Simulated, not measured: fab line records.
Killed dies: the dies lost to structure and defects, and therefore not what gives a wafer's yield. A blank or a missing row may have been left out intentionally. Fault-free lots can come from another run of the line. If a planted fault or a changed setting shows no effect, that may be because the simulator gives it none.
Comparing a struck lot with a sound one :: flow rit_cmos :: 34 out of 202 route steps
Sound: wafers L639.2, L639.3, L639.5. Wafers struck: L649.1, L649.4, L649.6. Last of all comes the cause.
Each step with rows lists, per side, the tool, then ch with its chambers, then its first start. Under that, the readings that differ: sound wafers :: struck wafers :: difference of the means :: sigmas: that difference in standard deviations of wafers without a fault.
alike: a reading whose means differ by less than 2 such deviations, as well as words and numbers matching on both sides. not compared: withheld readings; readings where some wafer has no value; bounds like >300 that might hide an equal value; numbers whose values overlap and for which the record gives no deviation.
Wherever a step has rows on one side only, a row that says differs or no value, or a row with sigmas, the two part there. When numbers do not overlap yet have no deviation, they are printed without sigmas and do not part them. A reading that every wafer of one side lacks parts them only if that side has two wafers or more.

first, 2 steps without rows for these wafers: RIT_SPACER_CLEAN_02 (cleans in SC2, time 600 s); RIT_SPACER_CVD_03 (deposits Si3N4 from SiH2Cl2/NH3, target thk 250 nm, time 3300 s).
RIT_SPACER_THK_MEAS_04:
  struck on film_metro-01, day 6 11:37; sound on film_metro-04, day 4 08:23
  alike: SPACER_NITRIDE_THK
RIT_SPACER_ETCHBACK_05: etches Si3N4 in SF6/CHF3, stops on SiO2, target depth 250 nm, time 240 s.
  sound on rie_diel-02 ch 1,2, day 4 08:26; struck on rie_diel-04 ch 1,3, day 6 11:41
  alike: drypump_motor_current_A, oes_product_au, throttle_valve_pct
  not compared: rf_hours_counter_h
then, 6 steps without rows for these wafers: RIT_NSD_HMDS_00 (prime time 60 s); RIT_NSD_COAT_01 (resist thk 1000 nm); RIT_NSD_SOFTBAKE_02 (time 60 s); RIT_NSD_EXPOSE_03 (exposes mask M9, target cd 40700 nm); RIT_NSD_PEB_04; RIT_NSD_DEVELOP_05 (develop time 50 s).
RIT_NSD_OVL_MEAS_06:
  struck on overlay-02, day 6 12:54; sound on overlay-01, day 4 09:27
  alike: NSD_OVL
then, 1 step without rows for these wafers: RIT_NSD_HARDBAKE_07 (time 60 s).
RIT_NSD_IMPLANT_08:
  sound on implanter-01 ch 0, day 4 09:39; struck on implanter-01 ch 0, day 6 13:05
reading: beam_energy_keV
sound: 24.994 25.010 25.000
struck: 17.516 17.489 17.510
difference: -7.496
sigmas: -99 or more

reading: model.implant.rp_nm (nm)
sound: 32.86 32.86 32.86
struck: 25.53 25.53 25.53
difference: -7.33
sigmas: 

reading: model.implant.drp_nm (nm)
sound: 14.84 14.84 14.84
struck: 11.96 11.96 11.96
difference: -2.88
sigmas: 
  alike: end_station_pressure_torr
RIT_NSD_STRIP_09: strips in O2, time 180 s.
  sound on plasma_asher-03 ch 0, day 4 09:47; struck on plasma_asher-02 ch 0, day 6 13:14
  alike: drypump_motor_current_A
  not compared: rf_hours_counter_h
RIT_NSD_TW_MEAS_10:
  struck on film_metro-02, day 6 13:25; sound on film_metro-04, day 4 09:58
reading: NSD_TW
sound: 3133 3120 3109
struck: 2795 2794 2798
difference: -325
sigmas: -12
then, 6 steps without rows for these wafers: RIT_PSD_HMDS_00 (prime time 60 s); RIT_PSD_COAT_01 (resist thk 1000 nm); RIT_PSD_SOFTBAKE_02 (time 58.18 s); RIT_PSD_EXPOSE_03 (exposes mask M10, target cd 40900 nm); RIT_PSD_PEB_04; RIT_PSD_DEVELOP_05 (develop time 50 s).
RIT_PSD_OVL_MEAS_06:
  struck on overlay-01, day 6 14:19; sound on overlay-01, day 4 10:52
reading: PSD_OVL (nm)
sound: 2.2 1.9 1.8
struck: -2.2 -1.1 -2.4
difference: -3.9
sigmas: -2
then, 2 steps without rows for these wafers: RIT_PSD_HARDBAKE_07 (time 60 s); RIT_PSD_IMPLANT_08.
RIT_PSD_STRIP_09: strips in O2, time 180 s.
  sound on plasma_asher-03 ch 0,1, day 4 11:12; struck on plasma_asher-03 ch 1, day 6 14:39
  alike: drypump_motor_current_A
  not compared: rf_hours_counter_h
RIT_PSD_TW_MEAS_10:
  struck on film_metro-02, day 6 14:50; sound on film_metro-02, day 4 11:23
  alike: PSD_TW
then, 3 steps without rows for these wafers: RIT_SDANNEAL_CLEAN_00 (cleans in SC1, time 600 s); RIT_SDANNEAL_CLEAN_01 (cleans in dHF, time 30 s); RIT_SDANNEAL_CLEAN_02 (cleans in SC2, time 600 s).
RIT_SDANNEAL_RTA_03: time 5 s.
  sound on rtp_anneal-01 ch 0, day 4 11:50; struck on rtp_anneal-01 ch 0, day 6 15:16
  alike: chamber_o2_ppm, wafer_temp_C_max
RIT_SDANNEAL_RS_MEAS_04: uses a four-point probe to measure.
  struck on film_metro-03, day 6 15:19; sound on film_metro-04, day 4 11:54
  alike: PSD_RS
RIT_SDANNEAL_RS_MEAS_05: uses a four-point probe to measure.
  struck on film_metro-03, day 6 15:26; sound on film_metro-04, day 4 12:01
reading: NSD_RS (ohm/sq)
sound: 84.78 84.79 85.02
struck: 87.53 87.55 87.49
difference: +2.66
sigmas: +10
RIT_SDANNEAL_RS_MEAS_06: uses a four-point probe to measure.
  struck on film_metro-03, day 6 15:34; sound on film_metro-04, day 4 12:08
  alike: PLDD_RS
RIT_M1_PROBE_99:
  struck on prober-01, day 6 23:26; sound on prober-02, day 4 19:43
reading: model.etest.nmos_0p3.r_on_ohm_um
sound: 2157 2125 2157
struck: 2199 2170 2182
difference: +37
sigmas: 

reading: model.etest.contact_nplus.end_ohm_um
sound: 40.14 40.19 39.68
struck: 51.06 50.57 49.91
difference: +10.51
sigmas: 

reading: model.etest.nmos_0p15.junction_log10_a_um
sound: -13.58 -13.54 -13.4
struck: -13.04 -13.02 -13.16
difference: +0.43
sigmas: 

reading: model.etest.nmos_narrow.off_log10_a_um
sound: -13.19 -13.13 -13.2
struck: -13.07 -12.87 -13.1
difference: +0.16
sigmas: 

reading: model.etest.diode_nplus_comb.cj_ff_um2
sound: 2.634 2.634 2.637
struck: 2.614 2.579 2.619
difference: -0.031
sigmas: 
  alike: killed_at_M0_to_M3, killed_at_front_end, killed_dies, killed_open, killed_short
  not compared: model.etest.gate_end_array.leak_log10_a_um, model.etest.nmos_0p3.off_log10_a_um, model.etest.diode_nplus_pwell.cj_ff_um2

## WHERE THEY PART
First at RIT_NSD_IMPLANT_08; last, within this record, at RIT_SDANNEAL_RS_MEAS_05. Later steps at which nothing parts them and some readings are alike: RIT_SDANNEAL_RS_MEAS_06, RIT_M1_PROBE_99.

WHY: whatever the simulator had introduced
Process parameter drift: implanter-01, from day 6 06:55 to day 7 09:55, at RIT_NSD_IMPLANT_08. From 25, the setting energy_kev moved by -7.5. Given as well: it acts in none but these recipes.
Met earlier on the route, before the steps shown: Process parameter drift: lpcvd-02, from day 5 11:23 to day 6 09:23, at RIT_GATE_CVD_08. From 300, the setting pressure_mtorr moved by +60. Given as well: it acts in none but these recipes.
